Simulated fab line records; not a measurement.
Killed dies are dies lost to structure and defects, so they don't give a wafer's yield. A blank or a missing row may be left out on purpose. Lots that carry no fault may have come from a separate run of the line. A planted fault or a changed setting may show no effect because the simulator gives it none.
fab line records -- flow rit-cmos
record: lots: 14, wafers: 42, last-day: 6
route steps=202 shown ACTIVE@3 FOX1@20 NWELL@51 NSD@137 M1@202
lots that met no fault: taken from a fault-free run of the same line
start-h: the number of hours between the record's first day and the start of the first shown wafer of the lot -- wait-h: hours elapsed since this lot's preceding step -- " unchanged from the row above -- L1.1+2: several wafers, shown together as one row -- - no value, or no start was given -- * or withheld: withheld -- < > ~ a bound
route shown NAME@n: NAME is a module with steps in the file, n the number in the route of the first one -- usual: average and standard deviation across the fault-free wafers -- same: alike in all rows -- chamber/n: place in a boat -- sites: the reading at each site -- _std_site: how widely they spread, as a standard deviation -- _edge_site: mean of outer sites minus mean of inner sites -- radius-mm: for every site, how far away it sits from the centre of the wafer -- mask NAME#n: copy n -- behind: tool/chamber where the wafer was last shaped -- hold: why the lot was held/for how many hours/how that ended -- device: which transistor (n, p or np) failed to switch -- end of line: tests of these same wafers at the route's end -- where a step has no rows: the recipe by itself -- killed: count of dies lost to structure and defects at first sort (not the wafer's yield) -- map: a wafer's dies, marking killed ones x, the rest . and places with no die _
set.NAME: the setting as run; set.NAME@STEP: as run at that earlier step -- model.NAME: the simulator's own value behind a step, which no gauge read
route steps across a sampled set of lots; one table per step, one row per wafer
services: from which hour (start-h, from the record's first day; less than 0 if before it) a tool's chamber was out of use, for how many hours, and why
== steps ==
step: RIT_ACTIVE_THK_MEAS_02
recipe: reads: SiO2_of_ACTIVE_OXIDATION_01
usual: ACTIVE_OXIDE_THK: 46.8/0.89
lot.wafer,tool,chamber,start-h,wait-h,ACTIVE_OXIDE_THK[nm]
L848.2,film-metro-04,-,12.06,0.0,47.3
L848.4,film-metro-04,-,12.06,0.0,47.5
L848.5,film-metro-04,-,12.06,0.0,47.5
L849.2,film-metro-01,-,17.06,0.0,46.0
L849.4,film-metro-01,-,17.06,0.0,45.5
L849.5,film-metro-01,-,17.06,0.0,46.6
L850.2,film-metro-04,-,22.06,0.0,46.5
L850.3,film-metro-04,-,22.06,0.0,46.4
L850.5,film-metro-04,-,22.06,0.0,46.7
L851.1,film-metro-02,-,27.05,0.0,47.8
L851.3,film-metro-02,-,27.05,0.0,48.0
L851.4,film-metro-02,-,27.05,0.0,47.8
L852.1,film-metro-01,-,32.05,0.0,47.4
L852.5,film-metro-01,-,32.05,0.0,47.4
L852.6,film-metro-01,-,32.05,0.0,47.3
L853.1,film-metro-01,-,37.05,0.0,49.0
L853.2,film-metro-01,-,37.05,0.0,47.3
L853.5,film-metro-01,-,37.05,0.0,48.2
L854.1,film-metro-01,-,42.05,0.0,46.8
L854.2,film-metro-01,-,42.05,0.0,47.4
L854.3,film-metro-01,-,42.05,0.0,46.6
L855.4,film-metro-02,-,47.08,0.0,46.2
L855.5,film-metro-02,-,47.08,0.0,46.1
L855.6,film-metro-02,-,47.08,0.0,45.3
L856.1,film-metro-04,-,52.05,0.0,47.4
L856.3,film-metro-04,-,52.05,0.0,47.1
L856.5,film-metro-04,-,52.05,0.0,47.3
L857.1,film-metro-04,-,57.05,0.0,46.4
L857.2,film-metro-04,-,57.05,0.0,47.3
L857.3,film-metro-04,-,57.05,0.0,46.7
L858.1,film-metro-02,-,62.05,0.0,46.7
L858.4,film-metro-02,-,62.05,0.0,46.8
L858.5,film-metro-02,-,62.05,0.0,46.9
L861.2,film-metro-04,-,78.31,0.0,44.1
L861.3,film-metro-04,-,78.31,0.0,45.8
L861.5,film-metro-04,-,78.31,0.0,44.7
L863.1,film-metro-02,-,87.05,0.0,47.9
L863.2,film-metro-02,-,87.05,0.0,47.8
L863.3,film-metro-02,-,87.05,0.0,47.9
L864.1,film-metro-01,-,92.18,0.0,47.9
L864.3,film-metro-01,-,92.18,0.0,47.7
L864.4,film-metro-01,-,92.18,0.0,47.5
step: RIT_FOX1_OXIDATION_00
recipe: temp-c: 1100, ambient: H2O, target-thk-a: 3507, p-h2o-torr: 720, ox-time-s: 1130
usual: ox-time-s: 1130/0, zone-power-source-pct: 41.7/2.8
lot.wafer,tool,chamber,start-h,wait-h,ox-time-s,zone-power-source-pct
L848.2,furnace-01,0,15.52,0.0,1130,37.2
L848.4,furnace-01,0,15.52,0.0,1130,38.2
L848.5,furnace-01,0,15.52,0.0,1130,37.3
L849.2,furnace-01,0,20.89,0.2,1130,37.1
L849.4,furnace-01,0,20.89,0.2,1130,37.2
L849.5,furnace-01,0,20.89,0.2,1130,37.4
L850.2,furnace-02,0,26.23,0.7,1130,45.3
L850.3,furnace-02,0,26.23,0.7,1130,45.4
L850.5,furnace-02,0,26.23,0.7,1130,44.7
L851.1,furnace-01,0,30.73,0.1,1130,37.6
L851.3,furnace-01,0,30.73,0.1,1130,37.3
L851.4,furnace-01,0,30.73,0.1,1130,38.6
L852.1,furnace-01,0,35.52,0.0,1130,38.6
L852.5,furnace-01,0,35.52,0.0,1130,37.7
L852.6,furnace-01,0,35.52,0.0,1130,37.5
L853.1,furnace-02,0,40.54,0.0,1130,45.2
L853.2,furnace-02,0,40.54,0.0,1130,44.6
L853.5,furnace-02,0,40.54,0.0,1130,46.0
L854.1,furnace-02,0,45.50,0.0,1130,44.9
L854.2,furnace-02,0,45.50,0.0,1130,45.5
L854.3,furnace-02,0,45.50,0.0,1130,45.1
L855.4,furnace-04,0,51.20,0.6,1130,42.1
L855.5,furnace-04,0,51.20,0.6,1130,42.3
L855.6,furnace-04,0,51.20,0.6,1130,41.8
L856.1,furnace-01,0,55.66,0.0,1130,37.5
L856.3,furnace-01,0,55.66,0.0,1130,37.0
L856.5,furnace-01,0,55.66,0.0,1130,37.3
L857.1,furnace-01,0,60.54,0.0,1130,38.1
L857.2,furnace-01,0,60.54,0.0,1130,37.1
L857.3,furnace-01,0,60.54,0.0,1130,38.0
L858.1,furnace-04,0,67.05,1.4,1130,42.2
L858.4,furnace-04,0,67.05,1.4,1130,42.3
L858.5,furnace-04,0,67.05,1.4,1130,41.9
L861.2,furnace-02,0,81.82,0.1,1130,45.1
L861.3,furnace-02,0,81.82,0.1,1130,45.4
L861.5,furnace-02,0,81.82,0.1,1130,44.7
L863.1,furnace-04,0,92.22,1.7,565,41.5
L863.2,furnace-04,0,92.22,1.7,565,41.3
L863.3,furnace-04,0,92.22,1.7,565,41.6
L864.1,furnace-04,0,97.21,1.6,565,42.1
L864.3,furnace-04,0,97.21,1.6,565,41.8
L864.4,furnace-04,0,97.21,1.6,565,42.3
step: RIT_FOX1_THK_MEAS_01
recipe: reads: SiO2_of_FOX1_OXIDATION_00
usual: FOX1_OXIDE_THK: 349/7
lot.wafer,tool,chamber,start-h,wait-h,FOX1_OXIDE_THK[nm]
L848.2,film-metro-04,-,16.84,0.0,348
L848.4,film-metro-04,-,16.84,0.0,354
L848.5,film-metro-04,-,16.84,0.0,350
L849.2,film-metro-03,-,22.21,0.0,346
L849.4,film-metro-03,-,22.21,0.0,353
L849.5,film-metro-03,-,22.21,0.0,354
L850.2,film-metro-02,-,27.55,0.0,347
L850.3,film-metro-02,-,27.55,0.0,345
L850.5,film-metro-02,-,27.55,0.0,346
L851.1,film-metro-02,-,32.04,0.0,349
L851.3,film-metro-02,-,32.04,0.0,347
L851.4,film-metro-02,-,32.04,0.0,349
L852.1,film-metro-02,-,36.83,0.0,346
L852.5,film-metro-02,-,36.83,0.0,348
L852.6,film-metro-02,-,36.83,0.0,351
L853.1,film-metro-02,-,41.85,0.0,360
L853.2,film-metro-02,-,41.85,0.0,360
L853.5,film-metro-02,-,41.85,0.0,359
L854.1,film-metro-03,-,46.82,0.0,351
L854.2,film-metro-03,-,46.82,0.0,359
L854.3,film-metro-03,-,46.82,0.0,357
L855.4,film-metro-03,-,52.55,0.0,345
L855.5,film-metro-03,-,52.55,0.0,355
L855.6,film-metro-03,-,52.55,0.0,347
L856.1,film-metro-03,-,56.98,0.0,352
L856.3,film-metro-03,-,56.98,0.0,346
L856.5,film-metro-03,-,56.98,0.0,343
L857.1,film-metro-04,-,61.85,0.0,334
L857.2,film-metro-04,-,61.85,0.0,338
L857.3,film-metro-04,-,61.85,0.0,338
L858.1,film-metro-04,-,68.37,0.0,342
L858.4,film-metro-04,-,68.37,0.0,338
L858.5,film-metro-04,-,68.37,0.0,339
L861.2,film-metro-04,-,83.15,0.0,348
L861.3,film-metro-04,-,83.15,0.0,343
L861.5,film-metro-04,-,83.15,0.0,354
L863.1,film-metro-04,-,93.54,0.0,234
L863.2,film-metro-04,-,93.54,0.0,226
L863.3,film-metro-04,-,93.54,0.0,229
L864.1,film-metro-04,-,98.52,0.0,235
L864.3,film-metro-04,-,98.52,0.0,236
L864.4,film-metro-04,-,98.52,0.0,236
step: RIT_WELLDRIVE_RS_MEAS_01
recipe: thk-meas-gauge: four-point-probe
usual: NWELL_RS: 275.5/0.83
lot.wafer,tool,chamber,start-h,wait-h,NWELL_RS[ohm/sq]
L848.2,film-metro-01,-,27.72,0.0,275.9
L848.4,film-metro-01,-,27.72,0.0,276.0
L848.5,film-metro-01,-,27.72,0.0,276.1
L849.2,film-metro-01,-,33.26,0.0,274.2
L849.4,film-metro-01,-,33.26,0.0,275.2
L849.5,film-metro-01,-,33.26,0.0,275.5
L850.2,film-metro-03,-,38.50,0.0,275.7
L850.3,film-metro-03,-,38.50,0.0,275.5
L850.5,film-metro-03,-,38.50,0.0,275.1
L851.1,film-metro-03,-,43.56,0.0,276.3
L851.3,film-metro-03,-,43.56,0.0,275.9
L851.4,film-metro-03,-,43.56,0.0,276.1
L852.1,film-metro-01,-,48.17,0.0,273.8
L852.5,film-metro-01,-,48.17,0.0,274.3
L852.6,film-metro-01,-,48.17,0.0,274.8
L853.1,film-metro-04,-,52.83,0.0,275.0
L853.2,film-metro-04,-,52.83,0.0,275.6
L853.5,film-metro-04,-,52.83,0.0,276.1
L854.1,film-metro-03,-,57.92,0.0,277.8
L854.2,film-metro-03,-,57.92,0.0,277.7
L854.3,film-metro-03,-,57.92,0.0,276.5
L855.4,film-metro-04,-,63.44,0.1,274.5
L855.5,film-metro-04,-,63.44,0.1,275.6
L855.6,film-metro-04,-,63.44,0.1,274.5
L856.1,film-metro-03,-,68.21,0.0,274.6
L856.3,film-metro-03,-,68.21,0.0,275.5
L856.5,film-metro-03,-,68.21,0.0,275.6
L857.1,film-metro-04,-,74.11,0.0,275.0
L857.2,film-metro-04,-,74.11,0.0,275.1
L857.3,film-metro-04,-,74.11,0.0,276.1
L858.1,film-metro-01,-,79.45,0.0,276.2
L858.4,film-metro-01,-,79.45,0.0,275.2
L858.5,film-metro-01,-,79.45,0.0,275.0
L861.2,film-metro-04,-,94.91,0.0,276.9
L861.3,film-metro-04,-,94.91,0.0,276.5
L861.5,film-metro-04,-,94.91,0.0,276.7
L863.1,film-metro-03,-,104.86,0.0,275.2
L863.2,film-metro-03,-,104.86,0.0,275.6
L863.3,film-metro-03,-,104.86,0.0,274.8
L864.1,film-metro-03,-,114.27,0.0,275.9
L864.3,film-metro-03,-,114.27,0.0,275.8
L864.4,film-metro-03,-,114.27,0.0,275.5
step: RIT_NSD_OVL_MEAS_06
usual: NSD_OVL: 0.0/1.3
lot.wafer,tool,chamber,start-h,wait-h,NSD_OVL[nm]
L848.2,overlay-02,-,45.97,-,-0.3
L848.4,overlay-02,-,45.97,-,1.5
L848.5,overlay-02,-,45.97,-,1.4
L849.2,overlay-02,-,51.86,-,0.6
L849.4,overlay-02,-,51.86,-,-0.9
L849.5,overlay-02,-,51.86,-,1.0
L850.2,overlay-01,-,57.79,-,-0.5
L850.3,overlay-01,-,57.79,-,-0.6
L850.5,overlay-01,-,57.79,-,-1.4
L851.1,overlay-02,-,61.91,-,0.6
L851.3,overlay-02,-,61.91,-,3.6
L851.4,overlay-02,-,61.91,-,3.5
L852.1,overlay-01,-,66.33,-,-2.0
L852.5,overlay-01,-,66.33,-,-2.1
L852.6,overlay-01,-,66.33,-,-0.9
L853.1,overlay-02,-,71.29,-,0.8
L853.2,overlay-02,-,71.29,-,1.2
L853.5,overlay-02,-,71.29,-,-0.3
L854.1,overlay-02,-,77.70,-,-0.4
L854.2,overlay-02,-,77.70,-,1.4
L854.3,overlay-02,-,77.70,-,-0.4
L855.4,overlay-01,-,82.92,-,1.1
L855.5,overlay-01,-,82.92,-,1.2
L855.6,overlay-01,-,82.92,-,1.4
L856.1,overlay-02,-,88.32,-,1.3
L856.3,overlay-02,-,88.32,-,1.0
L856.5,overlay-02,-,88.32,-,-0.3
L857.1,overlay-02,-,93.66,-,-1.4
L857.2,overlay-02,-,93.66,-,-0.1
L857.3,overlay-02,-,93.66,-,0.0
L858.1,overlay-02,-,98.80,-,-0.7
L858.4,overlay-02,-,98.80,-,0.2
L858.5,overlay-02,-,98.80,-,-1.9
L861.2,overlay-01,-,117.91,-,-0.3
L861.3,overlay-01,-,117.91,-,0.5
L861.5,overlay-01,-,117.91,-,0.0
L863.1,overlay-02,-,126.57,-,-0.6
L863.2,overlay-02,-,126.57,-,-1.1
L863.3,overlay-02,-,126.57,-,0.3
L864.1,overlay-02,-,134.97,-,0.4
L864.3,overlay-02,-,134.97,-,0.6
L864.4,overlay-02,-,134.97,-,1.5
step: RIT_M1_PROBE_99
usual: killed-at-contacts: 0.1/0.31, killed-at-front-end: 7.1/2.8, killed-dies: 7.2/2.8, killed-open: 3.5/2, killed-short: 3.7/1.9
same: gross-dies: 264, killed_at_M0_to_M3: 0, killed_at_M4_up: 0, killed-at-back-side: 0, killed-at-other: 0
lot.wafer,tool,chamber,start-h,wait-h,killed-at-contacts,killed-at-front-end,killed-dies,killed-open,killed-short
L855.4,prober-02,-,93.95,0.2,0,8,8,3,5
L855.5,prober-02,-,94.00,0.2,1,6,7,3,4
L855.6,prober-02,-,94.05,0.2,0,4,4,1,3
L857.1,prober-02,-,106.96,0.1,1,6,7,5,2
L857.2,prober-02,-,107.01,0.1,0,5,5,0,5
L857.3,prober-02,-,107.06,0.2,0,6,6,4,2
L861.2,prober-02,-,128.72,0.1,0,7,7,4,3
L861.3,prober-02,-,128.77,0.2,1,10,11,10,1
L861.5,prober-02,-,128.87,0.2,0,2,2,1,1
L863.1,prober-02,-,138.48,0.1,0,7,7,1,6
L863.2,prober-02,-,138.53,0.1,0,6,6,4,2
L863.3,prober-02,-,138.58,0.2,0,6,6,1,4
killed by level:class
L855.4 SPACER:geometric-particle:short=2 FOX1:geometric-particle:short=1 FOX2:geometric-particle:open=1 GATE:geometric-particle:open=1 GATE:geometric-particle:short=1 REOX:geometric-particle:short=1 SPACER:geometric-particle:open=1
L855.5 FOX1:geometric-particle:short=1 GATE:geometric-particle:short=1 GATE:geometric-particle:open=1 REOX:geometric-particle:open=1 REOX:geometric-particle:short=1 SPACER:geometric-particle:short=1 CONTACT:geometric-particle:open=1
L855.6 FOX1:geometric-particle:short=1 SPACER:geometric-particle:open=1 SPACER:geometric-particle:short=1 SILICIDE:geometric-particle:short=1
L857.1 FOX1:geometric-particle:open=1 FOX2:geometric-particle:open=1 GATE:geometric-particle:open=1 GATE:geometric-particle:short=1 SILICIDE:geometric-particle:open=1 SILICIDE:geometric-particle:short=1 CONTACT:geometric-particle:open=1
L857.2 GATE:geometric-particle:short=2 REOX:geometric-particle:short=1 SPACER:geometric-particle:short=1 SILICIDE:geometric-particle:short=1
L857.3 GATE:geometric-particle:open=3 FOX2:geometric-particle:open=1 GATE:geometric-particle:short=1 REOX:geometric-particle:short=1
L861.2 GATE:geometric-particle:open=2 FOX1:geometric-particle:open=1 FOX1:geometric-particle:short=1 FOX2:geometric-particle:short=1 GATE:geometric-particle:short=1 SPACER:geometric-particle:open=1
L861.3 FOX1:geometric-particle:open=6 FOX2:geometric-particle:open=1 GATE:geometric-particle:open=1 REOX:geometric-particle:short=1 SILICIDE:geometric-particle:open=1 CONTACT:geometric-particle:open=1
L861.5 FOX1:geometric-particle:open=1 REOX:geometric-particle:short=1
L863.1 GATE:geometric-particle:short=2 SILICIDE:geometric-particle:short=2 FOX1:geometric-particle:open=1 FOX1:geometric-particle:short=1 SPACER:geometric-particle:short=1
L863.2 GATE:geometric-particle:open=2 FOX2:geometric-particle:short=1 REOX:geometric-particle:short=1 REOX:geometric-particle:open=1 SPACER:geometric-particle:open=1
L863.3 SILICIDE:geometric-particle:short=2 FOX2:geometric-particle:short=1 FOX2:geometric-particle:open=1 GATE:geometric-particle:short=1 ACTIVE:coat-microbubble-printed=1
== services ==
tool,chamber,start-h,hours,kind
furnace-01,-,48.17,3.4,pm
furnace-01,-,61.85,75.5,pm
== key ==
first-sign: step: RIT_FOX1_OXIDATION_00, reading: ox-time-s, direction: down, sigmas: 99+, usual: *, struck: *
effect: step: RIT_FOX1_THK_MEAS_01, reading: FOX1_OXIDE_THK, direction: down, sigmas: 17, usual: 349, struck: 233
met-at RIT_FOX1_OXIDATION_00
struck-lots L863,L864
tester-left-out L863,L864
not-acting-at RIT_ACTIVE_THK_MEAS_02,RIT_WELLDRIVE_RS_MEAS_01,RIT_NSD_OVL_MEAS_06
onset-between 67.05 92.22
fault: kind: process-parameter-drift, tool: furnace-04, chamber: -, onset-h: 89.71, steps: RIT_FOX1_OXIDATION_00, channel: ox-time-s, offset: *, shape: step, end-h: 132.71, acts-in: *, stated: *
tester-left-out: of these lots the tester's yield and bins aren't shown, on N5 and GAA mostly nor the transistor test; their killed dies are dies lost to structure and defects alone, not to doping, threshold or leakage, so they don't give the yield
